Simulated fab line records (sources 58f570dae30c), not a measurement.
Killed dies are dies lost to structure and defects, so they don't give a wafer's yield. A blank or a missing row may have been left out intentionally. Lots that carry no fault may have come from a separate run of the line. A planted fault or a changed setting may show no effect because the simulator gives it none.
Chamber matching :: flow berkeley_cmos170 :: UCB170_GATE_ETCH_14 on rie_diel-01: 4 sister chambers
The step etches BARC in N2/H2. 7 wafers are shown with their chamber, then 7 later ones without.

== EACH WAFER AND ITS CHAMBER ==
wafer: L074.6
chamber: 1
throttle_valve_pct (%): 13.58
drypump_motor_current_A (A): 5.0

wafer: L077.1
chamber: 1
throttle_valve_pct (%): 13.57
drypump_motor_current_A (A): 5.0

wafer: L077.6
chamber: 0
throttle_valve_pct (%): 13.16
drypump_motor_current_A (A): 6.3

wafer: L080.3
chamber: 3
throttle_valve_pct (%): 13.17
drypump_motor_current_A (A): 5.6

wafer: L080.4
chamber: 2
throttle_valve_pct (%): 13.46
drypump_motor_current_A (A): 5.7

wafer: L084.1
chamber: 3
throttle_valve_pct (%): 13.16
drypump_motor_current_A (A): 5.6

wafer: L084.2
chamber: 2
throttle_valve_pct (%): 13.47
drypump_motor_current_A (A): 5.8

== WAFERS MISSING THEIR CHAMBER ==
wafer: L084.5
throttle_valve_pct (%): 13.17
drypump_motor_current_A (A): 6.3

wafer: L090.2
throttle_valve_pct (%): 13.15
drypump_motor_current_A (A): 5.6

wafer: L090.4
throttle_valve_pct (%): 13.56
drypump_motor_current_A (A): 5.0

wafer: L090.6
throttle_valve_pct (%): 13.15
drypump_motor_current_A (A): 6.3

wafer: L095.2
throttle_valve_pct (%): 13.16
drypump_motor_current_A (A): 5.7

wafer: L095.5
throttle_valve_pct (%): 13.16
drypump_motor_current_A (A): 6.3

wafer: L095.6
throttle_valve_pct (%): 13.58
drypump_motor_current_A (A): 5.0

== WHICH CHAMBER EACH ONE RAN IN ==
wafer: L084.5
from the rows above: 0
in truth: 0

wafer: L090.2
from the rows above: 3
in truth: 3

wafer: L090.4
from the rows above: 1
in truth: 1

wafer: L090.6
from the rows above: 0
in truth: 0

wafer: L095.2
from the rows above: 3
in truth: 3

wafer: L095.5
from the rows above: 0
in truth: 0

wafer: L095.6
from the rows above: 1
in truth: 1
7 of 7 placed correctly. Can't be placed from these rows: 0. 0 placed wrongly.
How it was worked out, from the rows above alone: a wafer's distance from a chamber is the root of the sum, over the readings, of the square of ((its reading less the chamber's mean) divided by the reading's scatter). If the next closest chamber is less than 2 further off than the closest, the wafer can't be placed; otherwise it belongs to the closest. A chamber's mean is the mean of its shown wafers. The scatter is the square root of a quotient: the sum, over the shown wafers, of each reading's squared deviation from its chamber's mean, divided by wafers minus chambers.
